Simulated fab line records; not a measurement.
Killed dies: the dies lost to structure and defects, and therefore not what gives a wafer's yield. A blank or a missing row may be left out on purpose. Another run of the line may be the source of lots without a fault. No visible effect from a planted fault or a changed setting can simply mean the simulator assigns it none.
A struck lot beside a sound one + flow berkeleyCmos170 + 42 out of 331 route steps
Sound: wafers L206.2, L206.3, L206.5. Wafers L215.1, L215.5, L215.6 were the ones struck. The cause is given at the end.
Each step with rows lists, per side, the tool, then ch with its chambers, then its first start. Under that, the readings that differ: sound wafers + struck wafers + difference of the means + sigmas: that difference in standard deviations of wafers without a fault.
alike: words and numbers the same on both sides, and readings whose means are apart by under 2 such deviations; not compared: readings that were withheld, readings missing a value for some wafer, numbers with overlapping values and no deviation given by the record, and bounds like >300 which may hide the same value.
The two part at a step that has a row with sigmas, a row that says differs or no value, or rows on one side only. When numbers do not overlap yet have no deviation, they are printed without sigmas and do not part them. A reading missing from all wafers of one side parts the sides only when that side holds two or more wafers.

first, 3 steps without rows for these wafers: UCB170_PVT_EXPOSE_03 (exposes mask NWELL, target cd 3000 nm); UCB170_PVT_PEB_04; UCB170_PVT_DEVELOP_05 (develop time 45 s).
UCB170_PVT_OVL_MEAS_06:
  sound on overlay-02 at day 6 05:05; struck on overlay-01 at day 8 15:43
  alike: PVT_OVL
then, 1 step without rows for these wafers: UCB170_PVT_IMPLANT_07.
UCB170_PVT_STRIP_08: strips in O2.
  sound on plasmaAsher-03 ch 1, day 6 05:16; struck on plasmaAsher-02 ch 0,1, day 8 15:53
  alike: drypumpMotorCurrentA, oesProductAu, stripTimeToEndpointS
  not compared: rfHoursCounterH
UCB170_PVT_TW_MEAS_09:
  sound on filmMetro-03 at day 6 05:26; struck on filmMetro-02 at day 8 15:59
  alike: PVT_TW
then, 1 step without rows for these wafers: UCB170_GATE_WET_ETCH_00 (etches SiO2 in dHF, time 200 s).
UCB170_FIELD_THK_MEAS_91:
  sound on filmMetro-03 at day 6 05:41; struck on filmMetro-02 at day 8 16:08
  alike: FIELD_OXIDE_LEFT_2_THK
then, 1 step without rows for these wafers: UCB170_GATE_OXIDATION_01 (target thk 6.6 nm, ox time 1800 s).
UCB170_GATE_THK_MEAS_02:
  sound on filmMetro-02 at day 6 09:13; struck on filmMetro-02 at day 8 20:55
  alike: GATE_OXIDE_THK
then, 1 step without rows for these wafers: UCB170_GATE_ANNEAL_03 (time 1800 s).
UCB170_GATE_CVD_04: deposits poly-Si from SiH4, time 1440 s, target thk 214 nm.
  sound on lpcvd-02 ch 1, day 6 10:55; struck on lpcvd-02 ch 1, day 9 03:01
| reading                                 | sound             | struck            | difference | sigmas      |
|-----------------------------------------|-------------------|-------------------|------------|-------------|
| pressureMtorr (mTorr)                   | 374.1 374.7 374.8 | 562.9 562.2 562.5 | +188.0     | +99 or more |
| model.poly-Si_of_GATE_CVD_04.thkNm (nm) | 213.8 214.1 214.5 | 261.7 261 262.4   | +47.6      |             |
  alike: susceptorTempC
UCB170_GATE_THK_MEAS_05:
  sound on filmMetro-01 at day 6 12:19; struck on filmMetro-01 at day 9 04:38
| reading            | sound             | struck            | difference | sigmas |
|--------------------|-------------------|-------------------|------------|--------|
| GATE_POLY_THK (nm) | 213.6 214.1 214.7 | 261.5 261.1 262.3 | +47.5      | +24    |
  not compared: hold
then, 5 steps without rows for these wafers: UCB170_GATE_COAT_07 (resist thk 900 nm); UCB170_GATE_SOFTBAKE_08 (time 60 s); UCB170_GATE_EXPOSE_09 (exposes mask POLY, target cd 350 nm); UCB170_GATE_PEB_10; UCB170_GATE_DEVELOP_11 (develop time 45 s).
UCB170_GATE_CD_MEAS_12: target cd 350 nm.
  sound on cdSem-02 at day 6 13:41; struck on cdSem-02 at day 9 10:52
  alike: cdNm
UCB170_GATE_OVL_MEAS_13:
  sound on overlay-02 at day 6 13:47; struck on overlay-02 at day 9 10:59
  alike: GATE_OVL
UCB170_GATE_ETCH_14: etches BARC in N2/H2.
  sound on rieDiel-04 ch 0,1,2, day 6 13:49; struck on rieDiel-03 ch 0,2,3, day 9 11:02
  alike: drypumpMotorCurrentA, oesProductAu, throttleValvePct
UCB170_GATE_ETCH_15: etches poly-Si in HBr/Cl2, stops on SiO2, time 56.3 s, target depth 278.2 nm.
  sound on rieSi-01 ch 1,2,3, day 6 13:52; struck on rieSi-02 ch 1,2,3, day 9 11:04
| reading                        | sound             | struck            | difference | sigmas |
|--------------------------------|-------------------|-------------------|------------|--------|
| oesProductAu (a.u.)            | 0.804 0.835 0.815 | 0.951 0.981 0.953 | +0.144     | +8     |
| model.GATE.featureDepthNm (nm) | 213.8 214.2 214.5 | 261.8 261 262.4   | +47.6      |        |
| model.etch.depthNm (nm)        | 213.8 214.1 214.5 | 261.7 261 262.4   | +47.6      |        |
  alike: drypumpMotorCurrentA, throttleValvePct
  not compared: rfHoursCounterH
UCB170_GATE_STRIP_16: strips in O2.
  sound on plasmaAsher-02 ch 0,1, day 6 13:55; struck on plasmaAsher-04 ch 0,1, day 9 11:07
  alike: drypumpMotorCurrentA, oesProductAu
  not compared: rfHoursCounterH
UCB170_GATE_CD_MEAS_90: target cd 350 nm.
  sound on cdSem-01 at day 6 14:02; struck on cdSem-01 at day 9 11:13
  alike: cdNm
then, 7 steps without rows for these wafers: UCB170_GATE_CLEAN_17 (cleans in SPM, time 600 s); UCB170_PLDD_HMDS_00 (prime time 60 s); UCB170_PLDD_COAT_01 (resist thk 900 nm); UCB170_PLDD_SOFTBAKE_02 (time 60 s); UCB170_PLDD_EXPOSE_03 (exposes mask PSELECT, target cd 1200 nm); UCB170_PLDD_PEB_04; UCB170_PLDD_DEVELOP_05 (develop time 45 s).
UCB170_PLDD_CD_MEAS_06: target cd 1200 nm.
  sound on cdSem-01 at day 6 17:17; struck on cdSem-01 at day 9 12:32
  alike: cdNm
UCB170_PLDD_OVL_MEAS_07:
  sound on overlay-02 at day 6 17:23; struck on overlay-01 at day 9 12:39
  alike: PLDD_OVL
then, 2 steps without rows for these wafers: UCB170_PLDD_IMPLANT_08; UCB170_PLDD_IMPLANT_09.
UCB170_PLDD_STRIP_10: strips in O2.
  sound on plasmaAsher-01 ch 0,1, day 6 17:43; struck on plasmaAsher-04 ch 0,1, day 9 12:59
  alike: drypumpMotorCurrentA, oesProductAu, stripTimeToEndpointS
  not compared: rfHoursCounterH
UCB170_PLDD_TW_MEAS_11:
  sound on filmMetro-04 at day 6 17:50; struck on filmMetro-01 at day 9 13:05
  alike: PLDD_TW
then, 3 steps without rows for these wafers: UCB170_PLDD_CLEAN_12 (cleans in SPM, time 600 s); UCB170_NLDD_HMDS_00 (prime time 60 s); UCB170_NLDD_COAT_01 (resist thk 900 nm).
UCB170_SILICIDE_PRE_CLEAN_00: preclean etch time 60 s.
  sound on pvdSputter-01 at day 7 08:07; struck on pvdSputter-04 at day 10 00:02
| reading                                 | sound             | struck            | difference | sigmas |
|-----------------------------------------|-------------------|-------------------|------------|--------|
| model.poly-Si_of_GATE_CVD_04.thkNm (nm) | 206.8 207.2 207.6 | 254.8 254.1 255.4 | +47.6      |        |

WHERE THEY PART
First at UCB170_GATE_CVD_04; last, within this record, at UCB170_GATE_ETCH_15. Later steps at which nothing parts them and some readings are alike: UCB170_GATE_STRIP_16, UCB170_GATE_CD_MEAS_90, UCB170_PLDD_CD_MEAS_06, UCB170_PLDD_OVL_MEAS_07, UCB170_PLDD_STRIP_10, UCB170_PLDD_TW_MEAS_11.

WHY: what had been put in by the simulator
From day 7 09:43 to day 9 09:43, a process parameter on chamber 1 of lpcvd-02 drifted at UCB170_GATE_CVD_04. The setting pressureMtorr was moved by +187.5, starting from 375. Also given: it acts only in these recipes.
